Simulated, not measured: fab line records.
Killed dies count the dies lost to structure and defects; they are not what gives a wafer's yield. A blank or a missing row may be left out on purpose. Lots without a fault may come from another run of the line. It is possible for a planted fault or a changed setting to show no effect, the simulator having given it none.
Which tool was responsible? -- flow rit-cmos -- 7 lots, 21 wafers sampled, at 1 step of a route of 202

== WHAT EACH GAUGE READ, for each wafer ==
RIT_ACTIVE_CD_MEAS_90: the cd target is 1400 nm.
lot,measured,on,cd-nm (nm)
L602,day 2 03:10,cd-sem-02,1400.7 1398.1 1400.4
L605,day 2 22:20,cd-sem-02,1401.4 1399.0 1400.0
L612,day 4 03:26,cd-sem-01,1396.2 1399.1 1398.5
L615,day 4 19:43,cd-sem-02,1401.9 1400.8 1398.3
L618,day 5 09:08,cd-sem-01,1401.0 1403.9 1403.5
L620,day 5 20:59,cd-sem-01,1396.5 1394.5 1394.6
L623,day 6 12:17,cd-sem-01,1395.3 1394.6 1395.7

== TOOL THAT RAN EACH LOT (tool first, then ch and the chambers of the sampled wafers, then the start) ==
The record holds no process step before these readings.

== THE ANSWER, worked out from the rows above alone ==
Rule: the usual values come from the lots themselves. Put in order of their means at a reading, lots are off if they are a third of the lots or fewer, leave a main group of 4 or more, and stand apart from it by a gap of 3 or more times the standard deviation of the main group's means; of several such gaps the widest counts. A main group whose means are all the same, to the digits that the tables above print for the reading, isn't used. A lot without any number at a reading at which 4 lots or more have one is off too. The other lots that the step has rows for count as sound.
None of the lots is off at any reading shown; this tells nothing.

== WHAT THE SIMULATOR PUT IN ==
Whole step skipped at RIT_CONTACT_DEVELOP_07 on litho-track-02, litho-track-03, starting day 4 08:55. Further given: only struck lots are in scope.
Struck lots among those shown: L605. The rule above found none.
